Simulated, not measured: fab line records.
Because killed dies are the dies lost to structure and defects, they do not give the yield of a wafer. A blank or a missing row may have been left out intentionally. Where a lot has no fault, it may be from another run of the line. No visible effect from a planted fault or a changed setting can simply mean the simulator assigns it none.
Which tool is to blame?    flow ritCmos    at 1 step of a route of 202, 14 lots with 42 wafers sampled

## WHAT THE GAUGES READ, wafer by wafer
RIT_ACTIVE_CD_MEAS_11 targets a cd of 1400 nm.
lot   measured     on        cdNm (nm)
L174  day 1 17:16  cdSem-01  1398.0 1397.5 1399.1
L175  day 1 19:50  cdSem-01  1399.5 1396.6 1399.4
L177  day 2 05:50  cdSem-02  1401.0 1399.1 1401.2
L178  day 2 11:43  cdSem-02  1399.5 1398.6 1398.7
L179  day 2 16:20  cdSem-02  1396.5 1395.5 1394.6
L182  day 3 07:19  cdSem-02  1401.0 1400.4 1399.6
L184  day 3 17:46  cdSem-01  1396.1 1396.8 1398.6
L185  day 3 21:50  cdSem-01  1399.5 1400.1 1401.7
L191  day 5 05:14  cdSem-02  1402.9 1402.8 1402.5
L192  day 5 08:27  cdSem-02  1395.5 1394.6 1396.6
L194  day 5 20:07  cdSem-01  1399.2 1399.7 1399.6
L195  day 6 01:52  cdSem-01  1398.2 1398.4 1398.1
L196  day 6 04:29  cdSem-02  1400.6 1403.4 1399.9
L197  day 6 10:39  cdSem-01  1401.9 1401.7 1404.3

## WHICH TOOL RAN EACH LOT (tool, then ch and the chambers of the sampled wafers, then the start)
The record holds no process step before these readings.

## AS READ BY THE TOOLS THEMSELVES (means over the sampled wafers that have a number; for cases with no such wafer, the mark the record gives instead)
The record holds no such reading with a usual standard deviation.

## THE ANSWER, worked out from the rows above alone
Rule: usual is defined by the lots themselves. Put in order of their means at a reading, lots are off if they are a third of the lots or fewer, leave a main group of 4 or more, and stand apart from it by a gap of 3 or more times the standard deviation of the main group's means; of several such gaps the widest counts. If all means in a main group match to the digits the tables above print for the reading, that group is not used. Also off: a lot with no number at a reading for which 4 or more lots have one. The other lots that the step has rows for count as sound. First the gauges in route order, then the tools' own readings, where a lot's mean is used as printed above. The first step at which some lot is off is used, and at that step the reading that is off furthest; a lot without a number counts as furthest.
Nothing can be told from this: no lot is off at any reading shown.

## WHAT WAS PUT IN BY THE SIMULATOR
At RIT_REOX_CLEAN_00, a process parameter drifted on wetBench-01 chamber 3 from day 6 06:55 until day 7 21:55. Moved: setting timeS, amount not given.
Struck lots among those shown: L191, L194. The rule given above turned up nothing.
